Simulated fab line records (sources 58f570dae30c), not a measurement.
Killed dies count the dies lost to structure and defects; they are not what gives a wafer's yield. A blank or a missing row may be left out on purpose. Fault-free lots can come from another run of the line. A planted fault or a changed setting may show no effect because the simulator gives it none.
Matching of chambers | flow berkeley cmos170 | UCB170_SPACER_ETCHBACK_03 on rie diel-01 has 4 sister chambers
The step etches SiO2 in CHF3/CF4/Ar, stops on Si, target depth 376 nm, time 100 s. 4 wafers are shown with their chamber, then 10 later ones without.

## WAFERS WITH THEIR CHAMBER
wafer  | chamber | drypump motor current A (A)
L662.4 | 0       | 6.0
L662.5 | 2       | 5.8
L668.1 | 1       | 5.3
L668.2 | 3       | 6.4

## WAFERS MISSING THEIR CHAMBER
wafer  | drypump motor current A (A)
L668.3 | 6.0
L667.3 | 5.3
L667.5 | 5.8
L667.6 | 5.3
L669.3 | 6.0
L669.4 | 5.3
L669.6 | 5.8
L674.1 | 6.5
L674.4 | 5.3
L674.6 | 6.5

## CHAMBER TAKEN BY EACH
wafer  | from the rows above | in truth
L668.3 | 0                   | 0
L667.3 | 1                   | 1
L667.5 | 2                   | 2
L667.6 | 1                   | 1
L669.3 | 0                   | 0
L669.4 | 1                   | 1
L669.6 | 2                   | 2
L674.1 | 3                   | 3
L674.4 | 1                   | 1
L674.6 | 3                   | 3
Correct placement for 10 of the 10. Not placeable from these rows: 0. Placed wrongly: 0.
How it was worked out, from the rows above alone: a wafer's distance from a chamber is the root of the sum, over the readings, of the square of ((its reading less the chamber's mean) divided by the reading's scatter). If the next closest chamber is less than 2 further off than the closest, the wafer can't be placed; otherwise it belongs to the closest. Each chamber's mean is taken over the wafers shown for it. The scatter: root of mean squared gap, hidden wafer to nearest shown wafer, with one shown wafer a chamber.
